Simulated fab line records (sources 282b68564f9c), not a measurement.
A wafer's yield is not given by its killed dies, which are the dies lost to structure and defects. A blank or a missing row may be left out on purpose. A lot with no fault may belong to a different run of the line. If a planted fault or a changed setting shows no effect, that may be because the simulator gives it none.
Split-lot trial	flow rit_cmos	23 wafers read from 5 lots, route of 202 steps

ABOUT THE SPLIT
At RIT_GATE_OXIDATION_05 (target thk 3 nm, ox time 270 s), the setting ox_time_s was moved away from the recipe's 270 s on 15 of the 23 wafers read, by +12.0% to +14.7%. This setting was run at the recipe's value on the other wafers.

Reading taken at the split's own step.

THE READING
SiO2_of_GATE_OXIDATION_05.thk_nm (the simulator's own value, which no gauge read), in nm, at RIT_GATE_OXIDATION_05 (target thk 3 nm, ox time 270 s). No usual value for it is given in the file. The 8 wafers here that ran the recipe average 3.014 nm, standard deviation 0.046 nm.

wafer	tool, chamber at the split	ox_time_s as run, s	against the recipe	SiO2_of_GATE_OXIDATION_05.thk_nm, nm	against lot-mates on the recipe
L080.1	-, -	270	recipe	3.036	-
L080.2	-, -	270	recipe	3.08	-
L080.3	-, -	270	recipe	3.007	-
L080.4	-, -	270	recipe	3.013	-
L080.6	-, -	270	recipe	3.078	-
L081.1	-, -	309.6	+14.7%	3.264	no lot-mate on the recipe
L081.2	-, -	309.6	+14.7%	3.234	no lot-mate on the recipe
L081.3	-, -	309.6	+14.7%	3.301	no lot-mate on the recipe
L081.4	-, -	309.6	+14.7%	3.29	no lot-mate on the recipe
L081.5	-, -	309.6	+14.7%	3.278	no lot-mate on the recipe
L083.1	-, -	302.5	+12.0%	3.186	no lot-mate on the recipe
L083.2	-, -	302.5	+12.0%	3.208	no lot-mate on the recipe
L083.4	-, -	302.5	+12.0%	3.199	no lot-mate on the recipe
L083.5	-, -	302.5	+12.0%	3.216	no lot-mate on the recipe
L083.6	-, -	302.5	+12.0%	3.211	no lot-mate on the recipe
L084.3	furnace-02, 0	270	recipe	2.983	-
L084.4	furnace-02, 0	270	recipe	2.97	-
L084.6	furnace-02, 0	270	recipe	2.945	-
L085.2	-, -	303.3	+12.3%	3.324	no lot-mate on the recipe
L085.3	-, -	303.3	+12.3%	3.383	no lot-mate on the recipe
L085.4	-, -	303.3	+12.3%	3.278	no lot-mate on the recipe
L085.5	-, -	303.3	+12.3%	3.292	no lot-mate on the recipe
L085.6	-, -	303.3	+12.3%	3.259	no lot-mate on the recipe

FIT RESULTS
A straight line over all 23 wafers: SiO2_of_GATE_OXIDATION_05.thk_nm changes by +0.0188 nm for each +1% of ox_time_s; r = +0.92; the points scatter about the line by 0.052 nm.
Too few moved wafers have a lot-mate on the recipe to fit a line with each lot's own level taken away.

FILE'S OWN FIT
SiO2_of_GATE_OXIDATION_05.thk_nm changes by +0.0188 nm for each +1% of ox_time_s, r = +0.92.
